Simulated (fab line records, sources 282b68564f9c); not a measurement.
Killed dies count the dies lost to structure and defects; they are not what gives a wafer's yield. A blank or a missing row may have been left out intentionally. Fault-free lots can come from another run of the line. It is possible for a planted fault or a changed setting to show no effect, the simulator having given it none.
A lot that was struck, set against a sound lot / flow rit_cmos / 10 out of 202 route steps
Sound: these wafers, L157.1, L157.2, L157.5. The struck wafers were L166.1, L166.2, L166.4. The cause is given at the end.
Order at every step that has rows: each side's tool, ch and its chambers, its first start. Under that, the readings that differ: sound wafers / struck wafers / difference of the means / sigmas: that difference in standard deviations of wafers without a fault.
alike: readings with means less than 2 such deviations apart, plus words and numbers identical on both sides. not compared: withheld readings, readings lacking a value on some wafer, bounds such as >300 that could conceal the same value, and numbers that have no deviation in the record and whose values overlap.
The two part at a step that has a row with sigmas, a row that says differs or no value, or rows on one side only. Numbers that don't overlap but have no deviation are shown without sigmas and don't part them. A reading missing from all wafers of one side parts the sides only when that side holds two or more wafers.

RIT_ACTIVE_BOW_MEAS_00:
  sound on film_metro-01, day 1 15:00; struck on film_metro-03, day 3 12:00
  alike: INCOMING_BOW
then, 1 step without rows for these wafers: RIT_ACTIVE_OXIDATION_01 (target thk 46.8 nm, ox time 3360 s).
RIT_ACTIVE_THK_MEAS_02:
  sound on film_metro-03, day 1 18:32; struck on film_metro-03, day 3 14:41
reading=ACTIVE_OXIDE_THK (nm); sound=46.4 45.5 46.8; struck=48.3 47.9 48.6; difference=+2.0; sigmas=+2
then, 1 step without rows for these wafers: RIT_ACTIVE_CVD_03 (deposits Si3N4 from SiH2Cl2/NH3, target thk 150 nm, time 1500 s).
RIT_ACTIVE_THK_MEAS_04:
  sound on film_metro-03, day 1 20:01; struck on film_metro-03, day 3 16:19
  alike: ACTIVE_NITRIDE_THK
then, 2 steps without rows for these wafers: RIT_ACTIVE_HMDS_05 (prime time 60 s); RIT_ACTIVE_COAT_06 (resist thk 1000 nm).
RIT_ACTIVE_SOFTBAKE_07: time 60 s.
  sound on litho_track-03 ch 0, day 1 20:23; struck on litho_track-03 ch 0, day 3 16:40
reading=heater_power_total_W (W); sound=34.61 34.56 34.54; struck=35.83 35.72 35.74; difference=+1.19; sigmas=+25
reading=run_length_s (s); sound=89.17 89.38 89.15; struck=83.03 83.01 82.88; difference=-6.26; sigmas=-48
then, 1 step without rows for these wafers: RIT_ACTIVE_EXPOSE_08 (exposes mask M1, target cd 1400 nm).
RIT_M1_PROBE_99:
  sound on prober-01, day 3 18:27; struck on prober-01, day 5 16:10
  alike: killed_at_front_end, killed_dies, killed_open, killed_short

== WHERE THEY PART ==
First at RIT_ACTIVE_THK_MEAS_02; last, within this record, at RIT_ACTIVE_SOFTBAKE_07. Later steps at which nothing parts them and some readings are alike: RIT_M1_PROBE_99.

WHY: the cause the simulator had injected
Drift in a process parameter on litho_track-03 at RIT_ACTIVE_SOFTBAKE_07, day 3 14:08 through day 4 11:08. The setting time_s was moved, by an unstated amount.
